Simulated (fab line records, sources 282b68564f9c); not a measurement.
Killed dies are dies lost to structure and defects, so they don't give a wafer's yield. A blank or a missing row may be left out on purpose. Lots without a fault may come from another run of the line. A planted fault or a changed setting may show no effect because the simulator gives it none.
fab line records | flow rit_cmos
record lots=6 wafers=18 last_day=7
route steps=202 shown CONTACT@168 M1@202
lots that met no fault: from a run of the same line without faults
start_h: hours from the record's first day to the start of the lot's first wafer shown | wait_h: hours since the lot's step before | " the same as in the row above | L1.1+2: a row that stands for several wafers | - no value, or no start given | * or withheld: withheld | < > ~ a bound
route shown NAME@n: a module of which the file shows steps, and the number in the route of the first | usual: mean/standard deviation of fault-free wafers | same: alike in all rows | chamber/n: place in a boat | sites: the reading at each site | _std_site: their standard deviation | _edge_site: outer sites' mean less inner sites' | radius_mm: how far each site lies from the wafer's centre | mask NAME#n: copy n | behind: the tool/chamber that last shaped the wafer | hold: why the lot was held/for how many hours/how that ended | device: the transistor (n, p or np) that didn't switch | end of line: the same wafers' tests at the end of the route | a step without rows: its recipe alone | killed: dies lost to structure and defects at the first sort, not the wafer's yield | map: a wafer's dies, x killed, . not, _ none there
set.NAME: the setting as run; set.NAME@STEP: as run at that earlier step | model.NAME: the simulator's own value behind a step, which no gauge read
lots at some steps of the route; a table a step, a row a wafer
services: from which hour (start_h, from the record's first day; less than 0 if before it) a tool's chamber was out of use, for how many hours, and why
## steps
# step RIT_CONTACT_CVD_00
# recipe material=SiO2 target_thk_nm=400 precursor=TEOS temp_c=390 time_s=61 rf_w=400
# usual heater_power_w=311/51
# columns lot.wafer tool chamber start_h wait_h heater_power_w
L247.1 pecvd-04 1 60.32 0.1 407
L247.2 " 2 " " 307
L247.4 " 0 " " 271
L253.1 pecvd-03 0 92.32 0.1 289
L253.2 " 1 " " 265
L253.3 " 2 " " 385
L260.2 pecvd-01 2 130.02 0.0 321
L260.5 " 0 " " 313
L260.6 " 1 " " 311
L262.1 pecvd-03 1 135.37 0.1 255
L262.2 " 2 " " 387
L262.4 " 2 " " 398
L266.1 pecvd-01 1 156.14 0.1 289
L266.4 " 0 " " 305
L266.6 " 1 " " 291
L267.1 pecvd-04 1 161.32 0.1 409
L267.3 " 0 " " 319
L267.6 " 1 " " 418
# step RIT_CONTACT_THK_MEAS_01
# recipe reads=SiO2_of_CONTACT_CVD_00
# usual CONTACT_TEOS_THK=402/5.4
# columns lot.wafer tool chamber start_h wait_h CONTACT_TEOS_THK[nm]
L247.1 film_metro-01 - 60.37 0.0 401
L247.2 " - " " 402
L247.4 " - " " 415
L253.1 film_metro-01 - 92.37 0.0 395
L253.2 " - " " 400
L253.3 " - " " 399
L260.2 film_metro-04 - 130.08 0.0 393
L260.5 " - " " 394
L260.6 " - " " 403
L262.1 film_metro-02 - 135.42 0.0 407
L262.2 " - " " 395
L262.4 " - " " 399
L266.1 film_metro-04 - 156.19 0.0 403
L266.4 " - " " 403
L266.6 " - " " 413
L267.1 film_metro-01 - 161.37 0.0 405
L267.3 " - " " 405
L267.6 " - " " 413
# step RIT_CONTACT_HMDS_02
# recipe prime_time_s=60 prime_temp_c=140
# step RIT_CONTACT_COAT_03
# recipe resist=NOVOLAK spin_rpm=3250 resist_thk_nm=1000
# step RIT_CONTACT_SOFTBAKE_04
# recipe resist=NOVOLAK temp_c=90 time_s=60
# step RIT_CONTACT_EXPOSE_05
# recipe mask_id=M11 na=0.6 source_shape=conventional sigma_outer=0.5 target_cd_nm=1000 dose_mj=250
# step RIT_CONTACT_PEB_06
# recipe resist=NOVOLAK temp_c=withheld time_s=withheld
# step RIT_CONTACT_DEVELOP_07
# recipe resist=NOVOLAK develop_time_s=120 dev_temp_c=23
# step RIT_CONTACT_CD_MEAS_08
# recipe target_cd_nm=1000
# usual cd_nm=998.8/2.4
# columns lot.wafer tool chamber start_h wait_h cd_nm
L247.1 cd_sem-01 - 61.39 - 1000.2
L247.2 " - " " 999.5
L247.4 " - " " 999.4
L253.1 cd_sem-01 - 93.52 - 1002.3
L253.2 " - " " 1000.2
L253.3 " - " " 1000.0
L260.2 cd_sem-01 - 131.24 - 1001.7
L260.5 " - " " 1001.9
L260.6 " - " " 1000.1
L262.1 cd_sem-02 - 136.45 - 999.9
L262.2 " - " " 1001.7
L262.4 " - " " 1000.1
L266.1 cd_sem-02 - 157.22 - 997.6
L266.4 " - " " 996.8
L266.6 " - " " 996.6
L267.1 cd_sem-01 - 162.56 - 1000.2
L267.3 " - " " 998.5
L267.6 " - " " 998.5
# step RIT_CONTACT_OVL_MEAS_09
# usual CONTACT_OVL=-0.6/1.4
# columns lot.wafer tool chamber start_h wait_h CONTACT_OVL[nm]
L247.1 overlay-01 - 61.51 0.1 -1.2
L247.2 " - " " 0.7
L247.4 " - " " 0.6
L253.1 overlay-02 - 93.64 0.1 0.0
L253.2 " - " " -1.1
L253.3 " - " " 0.6
L260.2 overlay-01 - 131.35 0.1 0.9
L260.5 " - " " 1.3
L260.6 " - " " 0.9
L262.1 overlay-02 - 136.57 0.1 -0.4
L262.2 " - " " -0.7
L262.4 " - " " -3.4
L266.1 overlay-02 - 157.34 0.1 -0.1
L266.4 " - " " -1.9
L266.6 " - " " 0.4
L267.1 overlay-02 - 162.68 0.1 -1.4
L267.3 " - " " -0.8
L267.6 " - " " -0.5
# step RIT_CONTACT_HARDBAKE_10
# recipe resist=NOVOLAK temp_c=140 time_s=60
# step RIT_CONTACT_ETCH_11
# recipe target_depth_a=4800 over_etch_frac=0.2 stop_on=TiSi2 chemistry=CHF3/CF4/Ar target=SiO2 CHF3_flow_sccm=50 cf4_flow_sccm=10 Ar_flow_sccm=100 O2_flow_sccm=5 pressure_mtorr=100 rf_w=200 time_s=320
# usual drypump_motor_current_A=5.7/0.39 oes_product_au=0.983/0.015 throttle_valve_pct=8.90/0.12
# columns lot.wafer tool chamber start_h wait_h drypump_motor_current_A oes_product_au rf_hours_counter_h throttle_valve_pct
L247.1 rie_diel-04 0 61.71 0.1 5.6 0.989 147 8.75
L247.2 " 2 " " 5.9 0.992 40 8.92
L247.4 " 3 " " 5.3 0.965 87 8.76
L253.1 rie_diel-01 0 93.83 0.1 6.4 0.979 130 9.09
L253.2 " 1 " " 5.1 0.980 137 9.00
L253.3 " 3 " " 5.7 0.997 80 8.99
L260.2 rie_diel-01 1 131.81 0.1 5.1 0.974 138 9.01
L260.5 " 0 " " 6.5 0.975 - 9.09
L260.6 " 1 " " 5.1 0.978 - 9.01
L262.1 rie_diel-01 1 136.76 0.1 5.1 0.970 138 9.03
L262.2 " 2 " " 5.7 0.980 27 8.62
L262.4 " 1 " " 5.1 0.972 - 9.02
L266.1 rie_diel-04 1 157.53 0.1 5.6 0.999 114 8.86
L266.4 " 0 " " 5.6 0.989 149 8.75
L266.6 " 3 " " 5.3 0.964 - 8.78
L267.1 rie_diel-02 2 162.87 0.1 6.1 0.961 7 8.90
L267.3 " 3 " " 5.9 0.968 80 8.96
L267.6 " 2 " " 6.1 0.963 - 8.85
# step RIT_CONTACT_STRIP_12
# recipe chemistry=O2 time_s=180 resist=NOVOLAK platen_temp_c=withheld power_w=500 pressure_mtorr=4000 o2_flow_sccm=4000
# usual drypump_motor_current_A=6.1/0.41 o2_flow_sccm=4000/12 run_length_s=208.4/0.41
# columns lot.wafer tool chamber start_h wait_h drypump_motor_current_A o2_flow_sccm rf_hours_counter_h run_length_s
L247.1 plasma_asher-03 1 61.90 0.1 6.3 4004 42 209.0
L247.2 " 0 " " 5.9 4009 42 208.4
L247.4 " 0 " " 5.9 3997 - 208.3
L253.1 plasma_asher-03 1 94.02 0.1 6.3 4003 46 208.7
L253.2 " 0 " " 5.9 3990 46 208.9
L253.3 " 0 " " 5.9 3984 - 208.3
L260.2 plasma_asher-03 1 132.01 0.1 6.3 3995 51 201.0
L260.5 " 1 " " 6.3 4003 - 200.6
L260.6 " 0 " " 5.9 4003 - 200.6
L262.1 plasma_asher-03 1 137.05 0.2 6.3 4012 52 200.8
L262.2 " 0 " " 5.9 3981 52 200.4
L262.4 " 0 " " 5.9 3993 - 200.5
L266.1 plasma_asher-01 1 157.72 0.1 6.1 3982 2 208.8
L266.4 " 1 " " 6.1 3997 - 208.8
L266.6 " 0 " " 5.9 4007 - 207.9
L267.1 plasma_asher-04 1 163.06 0.1 5.5 4011 40 208.2
L267.3 " 0 " " 6.8 3969 - 207.7
L267.6 " 0 " " 6.8 3972 - 207.9
# step RIT_CONTACT_CD_MEAS_90
# recipe target_cd_nm=1000
# usual cd_nm=998.7/2.4
# columns lot.wafer tool chamber start_h wait_h cd_nm
L247.1 cd_sem-02 - 62.08 0.1 999.9
L247.2 " - " " 1000.0
L247.4 " - " " 999.8
L253.1 cd_sem-02 - 94.20 0.1 1002.1
L253.2 " - " " 1001.2
L253.3 " - " " 1000.0
L260.2 cd_sem-02 - 132.20 0.1 1001.5
L260.5 " - " " 1002.2
L260.6 " - " " 1000.6
L262.1 cd_sem-02 - 137.22 0.1 999.6
L262.2 " - " " 1001.2
L262.4 " - " " 1000.0
L266.1 cd_sem-02 - 157.90 0.1 997.8
L266.4 " - " " 997.0
L266.6 " - " " 996.5
L267.1 cd_sem-02 - 163.23 0.1 1000.2
L267.3 " - " " 998.4
L267.6 " - " " 998.0
# step RIT_M1_PROBE_99
# usual killed_at_M0_to_M3=0.0/0.18 killed_at_contacts=0.1/0.38 killed_at_front_end=6.9/2.9 killed_dies=7.1/3 killed_open=3.5/2.1 killed_short=3.5/2
# same gross_dies=264 killed_at_M4_up=0 killed_at_back_side=0 killed_at_other=0
# columns lot.wafer tool chamber start_h wait_h killed_at_M0_to_M3 killed_at_contacts killed_at_front_end killed_dies killed_open killed_short
L247.1 prober-02 - 67.45 0.1 0 1 4 5 3 2
L247.2 prober-02 - 67.50 0.1 0 0 5 5 1 4
L247.4 prober-02 - 67.60 0.2 0 0 6 6 2 4
L253.1 prober-01 - 98.75 0.1 0 0 9 9 5 4
L253.2 prober-01 - 98.80 0.1 1 1 6 8 6 2
L253.3 prober-01 - 98.85 0.2 0 0 8 8 7 1
L260.2 prober-02 - 136.73 0.1 0 0 4 4 3 1
L260.5 prober-02 - 136.88 0.2 0 0 10 10 5 5
L260.6 prober-02 - 136.93 0.2 0 0 4 4 1 3
L262.1 prober-02 - 141.85 0.1 0 1 3 4 1 3
L262.2 prober-02 - 141.90 0.1 0 0 5 5 4 1
L262.4 prober-02 - 142.00 0.2 0 0 5 5 1 4
L266.1 prober-02 - 162.50 0.1 0 0 3 3 1 2
L266.4 prober-02 - 162.65 0.2 0 1 10 11 3 8
L266.6 prober-02 - 162.75 0.2 0 0 8 8 4 4
L267.1 prober-01 - 168.44 0.1 0 0 5 5 2 3
L267.3 prober-01 - 168.54 0.2 0 0 4 4 2 2
L267.6 prober-01 - 168.69 0.2 0 0 6 6 3 2
# killed by level:class
L247.1 GATE:geometric_particle:open=1 REOX:geometric_particle:short=1 SPACER:geometric_particle:short=1 SILICIDE:geometric_particle:open=1 CONTACT:geometric_particle:open=1
L247.2 GATE:geometric_particle:short=2 FOX1:geometric_particle:open=1 FOX1:geometric_particle:short=1 SILICIDE:geometric_particle:short=1
L247.4 SPACER:geometric_particle:short=2 FOX1:geometric_particle:short=1 REOX:geometric_particle:open=1 SPACER:geometric_particle:open=1 SILICIDE:geometric_particle:short=1
L253.1 GATE:geometric_particle:short=3 FOX2:geometric_particle:open=2 FOX1:geometric_particle:open=1 FOX1:geometric_particle:short=1 GATE:geometric_particle:open=1 REOX:geometric_particle:open=1
L253.2 GATE:geometric_particle:open=3 SPACER:geometric_particle:open=2 GATE:geometric_particle:short=1 CONTACT:geometric_particle:open=1 M1:geometric_particle:short=1
L253.3 GATE:geometric_particle:open=3 FOX2:geometric_particle:open=2 REOX:geometric_particle:open=1 SPACER:geometric_particle:short=1 SILICIDE:geometric_particle:open=1
L260.2 SILICIDE:geometric_particle:open=2 FOX2:geometric_particle:open=1 SILICIDE:geometric_particle:short=1
L260.5 GATE:geometric_particle:open=4 GATE:geometric_particle:short=2 ACTIVE:geometric_particle:short=1 SPACER:geometric_particle:short=1 SPACER:geometric_particle:open=1 SILICIDE:geometric_particle:short=1
L260.6 FOX1:geometric_particle:short=2 GATE:geometric_particle:short=1 REOX:geometric_particle:open=1
L262.1 GATE:geometric_particle:short=1 REOX:geometric_particle:short=1 SILICIDE:geometric_particle:short=1 CONTACT:geometric_particle:open=1
L262.2 GATE:geometric_particle:open=2 FOX1:geometric_particle:open=1 GATE:geometric_particle:short=1 REOX:geometric_particle:open=1
L262.4 FOX2:geometric_particle:short=1 GATE:geometric_particle:short=1 REOX:geometric_particle:short=1 REOX:geometric_particle:open=1 SPACER:geometric_particle:short=1
L266.1 GATE:geometric_particle:short=1 GATE:geometric_particle:open=1 SILICIDE:geometric_particle:short=1
L266.4 GATE:geometric_particle:short=3 SPACER:geometric_particle:short=2 FOX1:geometric_particle:open=1 FOX1:geometric_particle:short=1 FOX2:geometric_particle:short=1 FOX2:geometric_particle:open=1 REOX:geometric_particle:short=1 CONTACT:geometric_particle:open=1
L266.6 GATE:geometric_particle:short=3 GATE:geometric_particle:open=2 FOX1:geometric_particle:open=1 SILICIDE:geometric_particle:open=1 SILICIDE:geometric_particle:short=1
L267.1 FOX1:geometric_particle:short=2 FOX1:geometric_particle:open=1 GATE:geometric_particle:short=1 SPACER:geometric_particle:open=1
L267.3 FOX1:geometric_particle:open=2 FOX1:geometric_particle:short=1 GATE:geometric_particle:short=1
L267.6 GATE:geometric_particle:open=3 GATE:geometric_particle:short=2 NRETRO:coat_microbubble_printed=1
## services
# columns tool chamber start_h hours kind
plasma_asher-03 - 45.70 3.9 repair
rie_diel-02 0 51.41 5.0 repair
rie_diel-02 1 53.56 2.0 repair
pecvd-01 0 53.66 18.5 repair
pecvd-04 1 62.71 3.5 repair
plasma_asher-04 - 67.36 4.3 pm
rie_diel-02 0 76.21 10.0 repair
rie_diel-04 2 78.25 10.4 repair
plasma_asher-01 - 86.36 44.0 repair
pecvd-03 - 87.88 2.8 pm
pecvd-04 - 108.03 1.2 repair
rie_diel-01 - 120.40 0.3 repair
rie_diel-01 3 127.01 20.2 repair
plasma_asher-01 - 130.40 9.0 pm
plasma_asher-01 0 130.40 9.0 vent_cycle
plasma_asher-01 1 130.40 9.0 vent_cycle
rie_diel-01 0 133.54 6.1 repair
plasma_asher-01 0 139.40 - clean
plasma_asher-01 1 139.40 - clean
plasma_asher-03 - 142.21 2.9 repair
rie_diel-02 - 145.50 0.2 repair
pecvd-03 1 152.51 18.5 repair
rie_diel-04 0 158.99 - clean
## key
first_sign step=RIT_CONTACT_STRIP_12 reading=run_length_s direction=down sigmas=19 usual=* struck=*
effect none on later readings
met_at RIT_CONTACT_STRIP_12
struck_wafers L260.2,L260.5,L260.6,L262.1,L262.2,L262.4
tester_left_out L260,L262
onset_between 94.02 132.01
fault kind=process_parameter_drift tool=plasma_asher-03 chamber=- onset_h=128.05 steps=RIT_CONTACT_STRIP_12 channel=time_s offset=* shape=step end_h=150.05 acts_in=* stated=*
# tester_left_out: of these lots the tester's yield and bins aren't shown, on N5 and GAA mostly nor the transistor test; their killed dies are dies lost to structure and defects alone, not to doping, threshold or leakage, so they don't give the yield
